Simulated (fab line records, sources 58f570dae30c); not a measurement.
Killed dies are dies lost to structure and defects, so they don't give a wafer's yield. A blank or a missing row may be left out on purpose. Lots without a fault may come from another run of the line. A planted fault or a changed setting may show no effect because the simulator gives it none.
Which tool did it? | flow berkeley_cmos170 | 14 lots, 42 wafers sampled, at 5 steps of a route of 331

WHAT THE GAUGES READ, wafer by wafer
UCB170_PLDD_TW_MEAS_11.
lot  | measured     | on            | PLDD_TW
L209 | day 5 23:35  | film_metro-01 | 1024 1025 1032
L210 | day 6 00:17  | film_metro-01 | 1011 1009 1010
L213 | day 6 19:16  | film_metro-01 | 1012 1012 1014
L212 | day 6 23:05  | film_metro-02 | 1011 1010 1016
L215 | day 6 22:25  | film_metro-02 | 1010 1005 1008
L214 | day 6 22:37  | film_metro-02 | 1010 1008 1015
L220 | day 8 03:03  | film_metro-01 | 1021 1019 1023
L224 | day 9 01:36  | film_metro-03 | 1018 1017 1020
L226 | day 9 04:47  | film_metro-02 | 1011 1010 1008
L223 | day 9 05:13  | film_metro-01 | 1023 1020 1029
L222 | day 9 05:07  | film_metro-02 | 1006 1008 1014
L228 | day 9 18:52  | film_metro-01 | 1024 1026 1030
L229 | day 10 01:06 | film_metro-03 | 1011 1017 1011
L232 | day 10 19:25 | film_metro-02 | 1013 1013 1013

UCB170_NLDD_CD_MEAS_06: target cd 1200 nm.
lot  | measured     | on        | cd_nm (nm)
L209 | day 6 01:11  | cd_sem-02 | 1199.9 1201.0 1200.2
L210 | day 6 01:44  | cd_sem-01 | 1202.2 1203.0 1202.3
L213 | day 6 20:41  | cd_sem-02 | 1201.0 1201.3 1200.7
L212 | day 7 03:20  | cd_sem-02 | 1200.5 1200.4 1199.8
L215 | day 7 03:07  | cd_sem-02 | 1195.8 1196.2 1198.7
L214 | day 7 03:11  | cd_sem-02 | 1201.2 1201.0 1199.7
L220 | day 8 04:55  | cd_sem-02 | 1221.6 1219.9 1221.7 1221.6 1220.6 1221.4
L224 | day 9 02:50  | cd_sem-02 | 1201.0 1201.8 1201.7
L226 | day 9 06:21  | cd_sem-02 | 1200.7 1200.2 1200.6
L223 | day 9 07:22  | cd_sem-01 | 1200.9 1201.5 1202.1
L222 | day 9 07:07  | cd_sem-01 | 1214.9 1215.0 1215.8 1215.2 1215.2 1215.6
L228 | day 9 20:19  | cd_sem-02 | 1202.8 1203.2 1203.3
L229 | day 10 05:33 | cd_sem-02 | 1199.8 1201.3 1203.2
L232 | day 10 21:11 | cd_sem-02 | 1199.1 1200.2 1199.1

UCB170_PSD_CD_MEAS_06: target cd 1200 nm.
lot  | measured     | on        | cd_nm (nm)
L209 | day 6 08:28  | cd_sem-01 | 1199.5 1198.9 1201.1
L210 | day 6 07:58  | cd_sem-01 | 1199.7 1200.5 1200.8
L213 | day 7 02:25  | cd_sem-02 | 1201.0 1201.9 1199.9
L212 | day 7 08:18  | cd_sem-02 | 1200.5 1199.1 1200.6
L215 | day 7 08:52  | cd_sem-02 | 1200.3 1201.9 1201.6
L214 | day 7 08:34  | cd_sem-01 | 1199.5 1198.2 1200.6
L220 | day 8 20:37  | cd_sem-02 | 1200.0 1200.6 1199.9
L224 | day 9 08:47  | cd_sem-01 | 1197.3 1199.0 1197.2
L226 | day 9 13:42  | cd_sem-01 | 1198.6 1198.4 1197.9
L223 | day 9 14:05  | cd_sem-01 | 1202.6 1202.9 1203.4
L222 | day 9 13:52  | cd_sem-01 | 1201.2 1200.5 1200.2
L228 | day 10 03:39 | cd_sem-01 | 1202.8 1200.8 1202.4
L229 | day 10 12:10 | cd_sem-01 | 1199.7 1199.3 1201.4
L232 | day 11 04:08 | cd_sem-01 | 1200.3 1200.0 1200.5

WHICH TOOL RAN EACH LOT (tool, then ch and the chambers of the sampled wafers, then the start)
lot  | UCB170_PFIELD_STRIP_08              | UCB170_NLDD_SOFTBAKE_02
L209 | plasma_asher-04 ch 0,1, day 4 08:22 | litho_track-02 ch 0, day 6 00:19
L210 | plasma_asher-04 ch 0,1, day 4 08:49 | litho_track-03 ch 0, day 6 01:08
L213 | plasma_asher-04 ch 0,1, day 5 00:21 | litho_track-01 ch 0, day 6 20:07
L212 | plasma_asher-01 ch 0,1, day 5 07:47 | litho_track-02 ch 0, day 7 01:50
L215 | plasma_asher-01 ch 0,1, day 5 08:14 | litho_track-01 ch 0, day 7 01:42
L214 | plasma_asher-04 ch 0,1, day 5 08:29 | litho_track-03 ch 0, day 7 01:43
L220 | plasma_asher-01 ch 0, day 6 05:57   | litho_track-01 ch 0, day 8 03:47
L224 | plasma_asher-04 ch 0,1, day 7 02:28 | litho_track-02 ch 0, day 9 02:11
L226 | plasma_asher-02 ch 0,1, day 7 07:31 | litho_track-02 ch 0, day 9 05:29
L223 | plasma_asher-04 ch 0,1, day 7 07:47 | litho_track-02 ch 0, day 9 05:57
L222 | plasma_asher-04 ch 0,1, day 7 08:08 | litho_track-01 ch 0, day 9 05:41
L228 | plasma_asher-04 ch 0,1, day 7 23:20 | litho_track-02 ch 0, day 9 19:40
L229 | plasma_asher-01 ch 0,1, day 8 07:05 | litho_track-02 ch 0, day 10 04:53
L232 | plasma_asher-04 ch 0,1, day 9 03:32 | litho_track-03 ch 0, day 10 20:29
- UCB170_PFIELD_STRIP_08: strips in O2.
- UCB170_NLDD_SOFTBAKE_02: time 60 s.

WHAT THE TOOLS THEMSELVES READ (means of the sampled wafers that have a number; where no wafer has one, the mark that the record gives instead)
UCB170_PFIELD_STRIP_08.
lot  | tool            | drypump_motor_current_A (A) | oes_product_au (a.u.) | strip_time_to_endpoint_s (s)
L209 | plasma_asher-04 | 5.2                         | 0.737                 | 21.64
L210 | plasma_asher-04 | 5.3                         | 0.736                 | 21.78
L213 | plasma_asher-04 | 5.4                         | 0.728                 | 21.64
L212 | plasma_asher-01 | 5.5                         | 0.733                 | 21.68
L215 | plasma_asher-01 | 5.5                         | 0.736                 | 21.66
L214 | plasma_asher-04 | 5.3                         | 0.735                 | 21.66
L220 | plasma_asher-01 | 5.0                         | 0.732                 | 21.71
L224 | plasma_asher-04 | 5.4                         | 0.736                 | 21.65
L226 | plasma_asher-02 | 6.6                         | 0.734                 | 21.70
L223 | plasma_asher-04 | 5.4                         | 0.732                 | 21.64
L222 | plasma_asher-04 | 5.4                         | 0.730                 | 21.61
L228 | plasma_asher-04 | 5.3                         | 0.730                 | 21.72
L229 | plasma_asher-01 | 5.3                         | 0.737                 | 21.62
L232 | plasma_asher-04 | 5.4                         | 0.738                 | 21.65

UCB170_NLDD_SOFTBAKE_02.
lot  | tool           | heater_power_total_W (W) | plate_temp_C (C) | resist_line_temp_C (C)
L209 | litho_track-02 | 56.79                    | 129.94           | 22.99
L210 | litho_track-03 | 56.80                    | 130.11           | 22.95
L213 | litho_track-01 | 56.74                    | 129.89           | 22.95
L212 | litho_track-02 | 56.75                    | 129.96           | 23.05
L215 | litho_track-01 | 56.79                    | 130.00           | 22.98
L214 | litho_track-03 | 56.80                    | 130.04           | 23.04
L220 | litho_track-01 | 60.36                    | 136.22           | 23.00
L224 | litho_track-02 | 56.77                    | 130.03           | 23.01
L226 | litho_track-02 | 56.83                    | 129.73           | 23.07
L223 | litho_track-02 | 56.79                    | 129.86           | 22.99
L222 | litho_track-01 | 60.37                    | 136.14           | 22.93
L228 | litho_track-02 | 56.81                    | 129.90           | 22.98
L229 | litho_track-02 | 56.81                    | 129.96           | 23.09
L232 | litho_track-03 | 56.81                    | 130.11           | 22.88

THE ANSWER, worked out from the rows above alone
Rule: what is usual is taken from the lots themselves. Put in order of their means at a reading, lots are off if they are a third of the lots or fewer, leave a main group of 4 or more, and stand apart from it by a gap of 3 or more times the standard deviation of the main group's means; of several such gaps the widest counts. A main group whose means are all the same, to the digits that the tables above print for the reading, isn't used. A lot without any number at a reading at which 4 lots or more have one is off too. The other lots that the step has rows for count as sound. The gauges are gone through in route order, then the tools' own readings, and for those a lot's mean is taken as printed above. The first step at which some lot is off is used, and at that step the reading that is off furthest; a lot without a number counts as furthest.
Off: L220, L222, at UCB170_NLDD_CD_MEAS_06 (cd_nm). The main group: mean 1200.8 nm, standard deviation 1.5.
A tool fits if, at a process step before that reading, it ran every lot that is off, and no sound lot after the first of them. The gauges at UCB170_NLDD_CD_MEAS_06 aren't tried: what is off there is off at UCB170_NLDD_SOFTBAKE_02 too, on other tools, and a gauge's error can't cause that. One fits: litho_track-01 at UCB170_NLDD_SOFTBAKE_02. Its last sound lot is L215 (day 7 01:42), its first lot that is off L220 (day 8 03:47): a fault that began between those two fits.
The tool's own readings at UCB170_NLDD_SOFTBAKE_02 bear it out: on the lots that are off they differ by more than 5 times the standard deviation of the sound lots' means. heater_power_total_W reads 60.36 W there against 56.79 W on the sound lots; plate_temp_C reads 136.18 C there against 129.96 C on the sound lots.

WHAT THE SIMULATOR HAD PUT IN
Process parameter drift: litho_track-01, from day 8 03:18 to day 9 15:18, at UCB170_NLDD_SOFTBAKE_02. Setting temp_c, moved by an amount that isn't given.
Lots struck among those shown: L220, L222. The rule above found the same.
